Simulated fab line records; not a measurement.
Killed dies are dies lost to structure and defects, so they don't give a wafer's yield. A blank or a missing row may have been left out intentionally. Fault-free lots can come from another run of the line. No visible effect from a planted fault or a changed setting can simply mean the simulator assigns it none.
Tool commonality check || flow rit_cmos || Lots sampled 14, wafers sampled 42

REASON FOR OPENING
At RIT_FOX1_THK_MEAS_01 the reading FOX1_OXIDE_THK is flagged on 2 of 14 lots. Fault-free wafers read 351 nm, with a standard deviation of 6.
Rule: a lot gets a flag if all its wafers with a number sit over 4 standard deviations from that mean, or if no wafer of it has a number. As for the other lots, they are considered sound.

{"lot": "L271", "measured": "day 1 22:44", "on": "film_metro-04", "FOX1_OXIDE_THK (nm), wafer by wafer": "352 345 352", "flag": ""}
{"lot": "L272", "measured": "day 2 04:23", "on": "film_metro-03", "FOX1_OXIDE_THK (nm), wafer by wafer": "354 353 355", "flag": ""}
{"lot": "L273", "measured": "day 2 10:02", "on": "film_metro-01", "FOX1_OXIDE_THK (nm), wafer by wafer": "356 358 355", "flag": ""}
{"lot": "L274", "measured": "day 2 13:53", "on": "film_metro-01", "FOX1_OXIDE_THK (nm), wafer by wafer": "359 357 354", "flag": ""}
{"lot": "L275", "measured": "day 2 19:29", "on": "film_metro-04", "FOX1_OXIDE_THK (nm), wafer by wafer": "347 349 343", "flag": ""}
{"lot": "L278", "measured": "day 3 13:01", "on": "film_metro-01", "FOX1_OXIDE_THK (nm), wafer by wafer": "362 360 357", "flag": ""}
{"lot": "L279", "measured": "day 3 17:19", "on": "film_metro-04", "FOX1_OXIDE_THK (nm), wafer by wafer": "358 350 350", "flag": ""}
{"lot": "L280", "measured": "day 3 21:04", "on": "film_metro-04", "FOX1_OXIDE_THK (nm), wafer by wafer": "347 348 350", "flag": ""}
{"lot": "L281", "measured": "day 4 01:29", "on": "film_metro-04", "FOX1_OXIDE_THK (nm), wafer by wafer": "355 357 353", "flag": ""}
{"lot": "L283", "measured": "day 4 10:57", "on": "film_metro-03", "FOX1_OXIDE_THK (nm), wafer by wafer": "286 285 281", "flag": "FLAGGED"}
{"lot": "L288", "measured": "day 5 12:56", "on": "film_metro-01", "FOX1_OXIDE_THK (nm), wafer by wafer": "275 278 273", "flag": "FLAGGED"}
{"lot": "L289", "measured": "day 5 19:21", "on": "film_metro-01", "FOX1_OXIDE_THK (nm), wafer by wafer": "350 352 355", "flag": ""}
{"lot": "L292", "measured": "day 6 16:44", "on": "film_metro-03", "FOX1_OXIDE_THK (nm), wafer by wafer": "340 336 336", "flag": ""}
{"lot": "L293", "measured": "day 6 21:19", "on": "film_metro-01", "FOX1_OXIDE_THK (nm), wafer by wafer": "349 345 342", "flag": ""}
The mean of the flagged lots' numbers is 280 nm, -71 nm from the usual (-12 standard deviations).

TOOL THAT RAN EACH LOT
The record keeps 1 process step preceding the reading, out of 202 steps on the route. In each cell: the tool, then ch and the chambers that the sampled wafers went through, then the start.
{"lot": "L271", "flag": "", "RIT_FOX1_OXIDATION_00": "furnace-01 ch 0, day 1 21:25"}
{"lot": "L272", "flag": "", "RIT_FOX1_OXIDATION_00": "furnace-01 ch 0, day 2 03:03"}
{"lot": "L273", "flag": "", "RIT_FOX1_OXIDATION_00": "furnace-04 ch 0, day 2 08:41"}
{"lot": "L274", "flag": "", "RIT_FOX1_OXIDATION_00": "furnace-03 ch 0, day 2 12:33"}
{"lot": "L275", "flag": "", "RIT_FOX1_OXIDATION_00": "furnace-03 ch 0, day 2 18:10"}
{"lot": "L278", "flag": "", "RIT_FOX1_OXIDATION_00": "furnace-01 ch 0, day 3 11:43"}
{"lot": "L279", "flag": "", "RIT_FOX1_OXIDATION_00": "furnace-03 ch 0, day 3 15:59"}
{"lot": "L280", "flag": "", "RIT_FOX1_OXIDATION_00": "furnace-04 ch 0, day 3 19:45"}
{"lot": "L281", "flag": "", "RIT_FOX1_OXIDATION_00": "furnace-01 ch 0, day 4 00:10"}
{"lot": "L283", "flag": "FLAGGED", "RIT_FOX1_OXIDATION_00": "furnace-04 ch 0, day 4 09:38"}
{"lot": "L288", "flag": "FLAGGED", "RIT_FOX1_OXIDATION_00": "furnace-04 ch 0, day 5 11:37"}
{"lot": "L289", "flag": "", "RIT_FOX1_OXIDATION_00": "furnace-03 ch 0, day 5 18:01"}
{"lot": "L292", "flag": "", "RIT_FOX1_OXIDATION_00": "furnace-01 ch 0, day 6 15:25"}
{"lot": "L293", "flag": "", "RIT_FOX1_OXIDATION_00": "furnace-01 ch 0, day 6 19:59"}
What these steps do:
- RIT_FOX1_OXIDATION_00: target thk 350.7 nm, ox time 1130 s.
- RIT_FOX1_THK_MEAS_01

FLAGGED OVER TOTAL, TOOL BY TOOL (the gauges that took the reading come last)
{"step": "RIT_FOX1_OXIDATION_00", "tool": "furnace-01", "lots run": 6, "flagged": 0, "share of the flagged lots": "none", "sound lots run after its first flagged lot": "-"}
{"step": "RIT_FOX1_OXIDATION_00", "tool": "furnace-03", "lots run": 4, "flagged": 0, "share of the flagged lots": "none", "sound lots run after its first flagged lot": "-"}
{"step": "RIT_FOX1_OXIDATION_00", "tool": "furnace-04", "lots run": 4, "flagged": 2, "share of the flagged lots": "all", "sound lots run after its first flagged lot": 0}
{"step": "RIT_FOX1_THK_MEAS_01", "tool": "film_metro-01", "lots run": 6, "flagged": 1, "share of the flagged lots": "some", "sound lots run after its first flagged lot": "2 (L289,L293)"}
{"step": "RIT_FOX1_THK_MEAS_01", "tool": "film_metro-03", "lots run": 3, "flagged": 1, "share of the flagged lots": "some", "sound lots run after its first flagged lot": "1 (L292)"}
{"step": "RIT_FOX1_THK_MEAS_01", "tool": "film_metro-04", "lots run": 5, "flagged": 0, "share of the flagged lots": "none", "sound lots run after its first flagged lot": "-"}

WHAT IS ALLOWED BY THE TABLE
In the table, 1 row covers all flagged lots: furnace-04 at RIT_FOX1_OXIDATION_00.
- furnace-04 at RIT_FOX1_OXIDATION_00 ran 4 lots, 2 of them flagged. Its last sound lot is L280 (day 3 19:45), its first flagged lot L283 (day 4 09:38): a fault that began between those two fits. Its own readings (spike_tc_centre_C, spike_tc_load_C, spike_tc_source_C, tube_center_temp_C, tube_center_temp_C_max, zone_power_load_pct) fall more than 4 standard deviations out on all wafers of the flagged lots.
Left over: one tool, furnace-04 at RIT_FOX1_OXIDATION_00.

WHAT HAD BEEN PUT IN BY THE SIMULATOR
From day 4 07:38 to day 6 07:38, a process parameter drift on furnace-04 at RIT_FOX1_OXIDATION_00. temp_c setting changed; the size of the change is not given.
Shown lots that were struck: L283, L288. The rule above found the same.
